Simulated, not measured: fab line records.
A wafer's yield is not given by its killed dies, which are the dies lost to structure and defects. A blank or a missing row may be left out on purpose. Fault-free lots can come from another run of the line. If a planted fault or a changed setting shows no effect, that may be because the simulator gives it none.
A struck lot beside a sound one + flow berkeley cmos170 + 17 steps out of a route of 331
Sound: wafers L548.1, L548.2, L548.3. Wafers struck: L549.2, L549.3, L549.4. The cause comes at the end.
At each step with rows: each side's tool, then ch and its chambers, then its first start. Under that, the readings that differ: sound wafers + struck wafers + difference of the means + sigmas: that difference in standard deviations of wafers without a fault.
alike: readings whose means differ by less than 2 such deviations, and words and numbers that are the same on both sides. not compared: withheld readings, readings that some wafer has no value for, bounds like >300 that may hide the same value, and numbers for which the record gives no deviation and whose values overlap.
The two part at a step that has a row with sigmas, a row that says differs or no value, or rows on one side only. Non-overlapping numbers with no deviation appear without sigmas and do not part them. Lack of a reading on every wafer of one side parts them only where that side has two or more wafers.

first, 2 steps without rows for these wafers: UCB170_PSD_PEB_04; UCB170_PSD_DEVELOP_05 (develop time 45 s).
UCB170_PSD_CD_MEAS_06 targets a cd of 1200 nm.
  sound on cd sem-01 at day 8 22:04; struck on cd sem-02 at day 8 22:22
  alike: cd nm
UCB170_PSD_OVL_MEAS_07:
  sound on overlay-02 at day 8 22:11; struck on overlay-02 at day 8 22:28
  alike: PSD_OVL
after that, 1 step had no rows for these wafers: UCB170_PSD_IMPLANT_08.
UCB170_PSD_STRIP_09: strips in O2.
  sound on plasma asher-03 ch 0,1, day 8 22:23; struck on plasma asher-02 ch 0,1, day 8 22:43
  alike: chamber pressure mTorr, drypump motor current A, oes product au, strip time to endpoint s
  not compared: rf hours counter h
UCB170_PSD_TW_MEAS_10:
  sound on film metro-04 at day 8 22:29; struck on film metro-01 at day 8 22:50
| reading | sound          | struck         | difference | sigmas |
|---------|----------------|----------------|------------|--------|
| PSD_TW  | 2288 2297 2300 | 2337 2339 2336 | +42        | +2     |
then, 5 steps without rows for these wafers: UCB170_PSD_CLEAN_11 (cleans in SPM, time 600 s); UCB170_NSD_HMDS_00 (prime time 60 s); UCB170_NSD_COAT_01 (resist thk 900 nm); UCB170_NSD_SOFTBAKE_02 (time 60 s); UCB170_NSD_EXPOSE_03 (exposes mask NSELECT MOD, target cd 1200 nm).
UCB170_NSD_PEB_04:
  sound on litho track-04 ch 0, day 9 01:00; struck on litho track-04 ch 0, day 9 02:26
| reading                  | sound             | struck            | difference | sigmas |
|--------------------------|-------------------|-------------------|------------|--------|
| heater power total W (W) | 56.82 56.84 56.80 | 60.74 60.75 60.76 | +3.93      | +80    |
then, 1 step without rows for these wafers: UCB170_NSD_DEVELOP_05 (develop time 45 s).
UCB170_NSD_CD_MEAS_06 targets a cd of 1200 nm.
  sound on cd sem-01 at day 9 02:16; struck on cd sem-02 at day 9 03:13
| reading    | sound                | struck               | difference | sigmas |
|------------|----------------------|----------------------|------------|--------|
| cd nm (nm) | 1201.4 1200.5 1199.8 | 1184.8 1184.8 1185.2 | -15.6      | -9     |
  not compared: hold
UCB170_NSD_OVL_MEAS_07:
  sound on overlay-01 at day 9 02:23; struck on overlay-02 at day 9 04:25
| reading | sound | struck                                                                     | difference                   | sigmas |
|---------|-------|----------------------------------------------------------------------------|------------------------------|--------|
| hold    | - - - | await dispo/1.1h/release await dispo/1.1h/release await dispo/1.1h/release | no value on the sound wafers |        |
  alike: NSD_OVL
UCB170_M3_PROBE_99:
  record: rows for the struck wafers here (prober-02, day 10 10:34), none for the sound ones

== WHERE THEY PART ==
First at UCB170_PSD_TW_MEAS_10; last, within this record, at UCB170_M3_PROBE_99.

WHY: what the simulator had put in
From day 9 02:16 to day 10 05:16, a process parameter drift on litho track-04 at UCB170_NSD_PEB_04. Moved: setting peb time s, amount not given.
